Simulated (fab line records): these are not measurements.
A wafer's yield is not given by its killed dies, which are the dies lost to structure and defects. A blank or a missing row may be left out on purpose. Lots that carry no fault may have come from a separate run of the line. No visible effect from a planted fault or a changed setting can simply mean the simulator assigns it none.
Tool commonality check    flow berkeley-cmos170    15 lots, 45 wafers sampled

REASON FOR OPENING
At UCB170_FIELD_THK_MEAS_02 the reading FIELD_OXIDE_THK is flagged on 3 of 15 lots. Wafers without a fault read 562 nm, standard deviation 11.
Rule: a lot is flagged in two cases, either no wafer of it has a number, or all its wafers with numbers fall more than 4 standard deviations from that mean. As for the other lots, they are considered sound.

lot   measured      on             FIELD_OXIDE_THK (nm), wafer by wafer  flag
L848  day 5 06:38   film-metro-02  573 580 575                           
L850  day 5 22:20   film-metro-04  552 551 544                           
L851  day 5 22:20   film-metro-02  566 569 563                           
L852  day 6 10:02   film-metro-01  682 691 691                           FLAGGED
L854  day 6 10:02   film-metro-02  679 682 669                           FLAGGED
L853  day 6 10:07   film-metro-01  660 665 672                           FLAGGED
L862  day 8 14:43   film-metro-01  574 573 584                           
L864  day 8 23:42   film-metro-02  569 573 562                           
L863  day 8 23:43   film-metro-01  564 568 569                           
L865  day 8 23:46   film-metro-01  577 579 577                           
L866  day 9 13:14   film-metro-02  570 566 558                           
L868  day 10 01:05  film-metro-02  565 573 552                           
L869  day 10 09:25  film-metro-02  545 551 553                           
L870  day 10 09:25  film-metro-01  542 545 543                           
L871  day 10 15:10  film-metro-01  569 579 561                           
On average the flagged lots' numbers are 677 nm, which is +115 nm against the usual, or +10 standard deviations.

TOOL THAT RAN EACH LOT
Before the reading, the record contains 2 process steps out of a 331-step route. Every cell lists first the tool, next ch and the chambers used by the sampled wafers, and last the start.
lot   flag     UCB170_NWELL_ETCH_13               UCB170_FIELD_OXIDATION_01
L848           rie-diel-01 ch 1,2, day 2 14:19    furnace-01 ch 0, day 5 03:38
L850           rie-diel-01 ch 1,2,3, day 3 04:46  furnace-01 ch 0, day 5 19:20
L851           rie-diel-03 ch 1,3, day 3 05:01    furnace-01 ch 0, day 5 19:20
L852  FLAGGED  rie-diel-01 ch 1,3, day 3 11:47    furnace-01 ch 0, day 6 07:01
L854  FLAGGED  rie-diel-02 ch 0,2,3, day 3 12:16  furnace-01 ch 0, day 6 07:01
L853  FLAGGED  rie-diel-03 ch 0,1,2, day 3 12:02  furnace-01 ch 0, day 6 07:01
L862           rie-diel-03 ch 0,2,3, day 5 09:52  furnace-02 ch 0, day 8 11:43
L864           rie-diel-01 ch 0,1,3, day 5 19:47  furnace-04 ch 0, day 8 20:42
L863           rie-diel-03 ch 0,3, day 5 20:04    furnace-04 ch 0, day 8 20:42
L865           rie-diel-03 ch 0,1,3, day 6 05:10  furnace-04 ch 0, day 8 20:42
L866           rie-diel-02 ch 0,2, day 6 15:53    furnace-04 ch 0, day 9 10:14
L868           rie-diel-02 ch 0,2,3, day 7 00:01  furnace-02 ch 0, day 9 22:05
L869           rie-diel-03 ch 1,2, day 7 08:12    furnace-02 ch 0, day 10 06:25
L870           rie-diel-02 ch 0,2,3, day 7 07:58  furnace-02 ch 0, day 10 06:25
L871           rie-diel-03 ch 1,2, day 7 19:12    furnace-04 ch 0, day 10 12:06
What these steps do:
- UCB170_NWELL_ETCH_13: etches Si3N4 in CH3F/Ar/O2, stops on SiO2, target depth 246.4 nm, time 154 s.
- UCB170_FIELD_OXIDATION_01: target thk 558.3 nm, ox time 7200 s.
- UCB170_FIELD_THK_MEAS_02

FLAGGED AGAINST TOTAL, ONE TOOL AT A TIME (gauges that did the reading follow at the end)
step                       tool           lots run  flagged  share of the flagged lots  sound lots run after its first flagged lot
UCB170_NWELL_ETCH_13       rie-diel-01    4         1        some                       1 (L864)
UCB170_NWELL_ETCH_13       rie-diel-02    4         1        some                       3 (L866,L868,L870)
UCB170_NWELL_ETCH_13       rie-diel-03    7         1        some                       5 (L862,L863,L865,L869,L871)
UCB170_FIELD_OXIDATION_01  furnace-01     6         3        all                        0
UCB170_FIELD_OXIDATION_01  furnace-02     4         0        none                       -
UCB170_FIELD_OXIDATION_01  furnace-04     5         0        none                       -
UCB170_FIELD_THK_MEAS_02   film-metro-01  7         2        some                       5 (L862,L863,L865,L870,L871)
UCB170_FIELD_THK_MEAS_02   film-metro-02  7         1        some                       4 (L864,L866,L868,L869)
UCB170_FIELD_THK_MEAS_02   film-metro-04  1         0        none                       -

THE TABLE: WHAT IT ALLOWS
1 row of the table ran every flagged lot: furnace-01 at UCB170_FIELD_OXIDATION_01.
- furnace-01 at UCB170_FIELD_OXIDATION_01 ran 6 lots, 3 of them flagged. A fault beginning between L850 (day 5 19:20), its last sound lot, and L852 (day 6 07:01), its first flagged one, fits the data. Its own readings (spike-tc-centre-C, spike-tc-load-C, spike-tc-source-C, tube-center-temp-C, tube_center_temp_C_max) fall more than 4 standard deviations out on all wafers of the flagged lots.
furnace-01 at UCB170_FIELD_OXIDATION_01 is the single tool remaining.

WHAT THE SIMULATOR HAD PUT IN
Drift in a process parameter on furnace-01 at UCB170_FIELD_OXIDATION_01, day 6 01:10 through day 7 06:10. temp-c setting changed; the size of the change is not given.
Struck lots among those shown: L852, L854, L853. This agrees with what the rule above found.
